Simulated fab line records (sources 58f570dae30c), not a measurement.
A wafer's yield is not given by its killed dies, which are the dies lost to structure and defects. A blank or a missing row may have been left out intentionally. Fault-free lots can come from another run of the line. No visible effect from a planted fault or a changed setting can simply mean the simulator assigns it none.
Check for tools in common || flow berkeley cmos170 || Lots sampled 14, wafers sampled 42

THE REASON FOR OPENING IT
2 of 14 lots carry a flag on the reading NLDD_RS at UCB170_SDANNEAL_RS_MEAS_05. No-fault wafers: 616.6 ohm/sq, standard deviation 1.4.
Rule: flag the lot when none of its wafers has a number, or when each of its wafers that has one lies beyond 4 standard deviations from that mean. As for the other lots, they are considered sound.

{"lot": "L246", "measured": "day 7 03:47", "on": "film metro-02", "NLDD_RS (ohm/sq), wafer by wafer": "617.0 614.8 613.8", "flag": ""}
{"lot": "L245", "measured": "day 7 03:56", "on": "film metro-03", "NLDD_RS (ohm/sq), wafer by wafer": "615.3 618.5 618.4", "flag": ""}
{"lot": "L248", "measured": "day 8 05:43", "on": "film metro-02", "NLDD_RS (ohm/sq), wafer by wafer": "617.7 618.5 618.4", "flag": ""}
{"lot": "L249", "measured": "day 8 06:02", "on": "film metro-03", "NLDD_RS (ohm/sq), wafer by wafer": "613.8 617.1 616.1", "flag": ""}
{"lot": "L250", "measured": "day 8 06:02", "on": "film metro-04", "NLDD_RS (ohm/sq), wafer by wafer": "617.3 617.6 616.7", "flag": ""}
{"lot": "L251", "measured": "day 8 17:49", "on": "film metro-04", "NLDD_RS (ohm/sq), wafer by wafer": "615.6 615.5 614.7", "flag": ""}
{"lot": "L253", "measured": "day 8 18:07", "on": "film metro-02", "NLDD_RS (ohm/sq), wafer by wafer": "615.8 614.5 615.6", "flag": ""}
{"lot": "L258", "measured": "day 9 20:09", "on": "film metro-03", "NLDD_RS (ohm/sq), wafer by wafer": "619.0 618.5 620.7", "flag": ""}
{"lot": "L256", "measured": "day 9 20:37", "on": "film metro-04", "NLDD_RS (ohm/sq), wafer by wafer": "606.3 605.1 604.2", "flag": "FLAGGED"}
{"lot": "L263", "measured": "day 10 08:41", "on": "film metro-03", "NLDD_RS (ohm/sq), wafer by wafer": "614.9 615.4 615.5", "flag": ""}
{"lot": "L262", "measured": "day 10 08:43", "on": "film metro-04", "NLDD_RS (ohm/sq), wafer by wafer": "615.9 616.3 615.3", "flag": ""}
{"lot": "L261", "measured": "day 10 08:49", "on": "film metro-02", "NLDD_RS (ohm/sq), wafer by wafer": "604.7 604.2 603.2", "flag": "FLAGGED"}
{"lot": "L264", "measured": "day 11 01:06", "on": "film metro-02", "NLDD_RS (ohm/sq), wafer by wafer": "616.2 616.2 616.8", "flag": ""}
{"lot": "L267", "measured": "day 11 21:53", "on": "film metro-03", "NLDD_RS (ohm/sq), wafer by wafer": "616.3 616.1 619.0", "flag": ""}
The numbers of the flagged lots are 604.6 ohm/sq on average: -12.0 ohm/sq against the usual, or -9 standard deviations.

WHICH TOOL EACH LOT WENT THROUGH
The record keeps 1 process step preceding the reading, out of 331 steps on the route. Cell contents, in order: the tool; ch with the chambers the sampled wafers went through; the start.
{"lot": "L246", "flag": "", "UCB170_NLDD_IMPLANT_08": "implanter-04 ch 0, day 6 17:18"}
{"lot": "L245", "flag": "", "UCB170_NLDD_IMPLANT_08": "implanter-01 ch 0, day 6 17:38"}
{"lot": "L248", "flag": "", "UCB170_NLDD_IMPLANT_08": "implanter-02 ch 0, day 7 15:04"}
{"lot": "L249", "flag": "", "UCB170_NLDD_IMPLANT_08": "implanter-01 ch 0, day 7 14:26"}
{"lot": "L250", "flag": "", "UCB170_NLDD_IMPLANT_08": "implanter-04 ch 0, day 7 20:49"}
{"lot": "L251", "flag": "", "UCB170_NLDD_IMPLANT_08": "implanter-04 ch 0, day 8 08:25"}
{"lot": "L253", "flag": "", "UCB170_NLDD_IMPLANT_08": "implanter-01 ch 0, day 8 07:40"}
{"lot": "L258", "flag": "", "UCB170_NLDD_IMPLANT_08": "implanter-04 ch 0, day 9 06:47"}
{"lot": "L256", "flag": "FLAGGED", "UCB170_NLDD_IMPLANT_08": "implanter-02 ch 0, day 9 07:04"}
{"lot": "L263", "flag": "", "UCB170_NLDD_IMPLANT_08": "implanter-01 ch 0, day 9 18:46"}
{"lot": "L262", "flag": "", "UCB170_NLDD_IMPLANT_08": "implanter-01 ch 0, day 9 19:22"}
{"lot": "L261", "flag": "FLAGGED", "UCB170_NLDD_IMPLANT_08": "implanter-02 ch 0, day 9 19:37"}
{"lot": "L264", "flag": "", "UCB170_NLDD_IMPLANT_08": "implanter-01 ch 0, day 10 11:24"}
{"lot": "L267", "flag": "", "UCB170_NLDD_IMPLANT_08": "implanter-01 ch 0, day 11 11:45"}
What the steps here do:
- UCB170_NLDD_IMPLANT_08
- UCB170_SDANNEAL_RS_MEAS_05: measures by four-point-probe.

FLAGGED AGAINST TOTAL, ONE TOOL AT A TIME (gauges that did the reading follow at the end)
{"step": "UCB170_NLDD_IMPLANT_08", "tool": "implanter-01", "lots run": 7, "flagged": 0, "share of the flagged lots": "none", "sound lots run after its first flagged lot": "-"}
{"step": "UCB170_NLDD_IMPLANT_08", "tool": "implanter-02", "lots run": 3, "flagged": 2, "share of the flagged lots": "all", "sound lots run after its first flagged lot": 0}
{"step": "UCB170_NLDD_IMPLANT_08", "tool": "implanter-04", "lots run": 4, "flagged": 0, "share of the flagged lots": "none", "sound lots run after its first flagged lot": "-"}
{"step": "UCB170_SDANNEAL_RS_MEAS_05", "tool": "film metro-02", "lots run": 5, "flagged": 1, "share of the flagged lots": "some", "sound lots run after its first flagged lot": "1 (L264)"}
{"step": "UCB170_SDANNEAL_RS_MEAS_05", "tool": "film metro-03", "lots run": 5, "flagged": 0, "share of the flagged lots": "none", "sound lots run after its first flagged lot": "-"}
{"step": "UCB170_SDANNEAL_RS_MEAS_05", "tool": "film metro-04", "lots run": 4, "flagged": 1, "share of the flagged lots": "some", "sound lots run after its first flagged lot": "1 (L262)"}

WHAT IS ALLOWED BY THE TABLE
In the table, 1 row covers all flagged lots: implanter-02 at UCB170_NLDD_IMPLANT_08.
- implanter-02 at UCB170_NLDD_IMPLANT_08 ran 3 lots, 2 of them flagged. Its last sound lot is L248 (day 7 15:04), its first flagged lot L256 (day 9 07:04): a fault that began between those two fits. Its own readings (tilt deg) fall more than 4 standard deviations out on all wafers of the flagged lots.
What remains is a single tool, implanter-02 at UCB170_NLDD_IMPLANT_08.

WHAT THE SIMULATOR HAD PUT IN
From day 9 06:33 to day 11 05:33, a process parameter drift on implanter-02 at UCB170_NLDD_IMPLANT_08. Setting tilt deg shifted by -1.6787 from 7. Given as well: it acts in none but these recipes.
Shown lots that were struck: L256, L261. This agrees with what the rule above found.
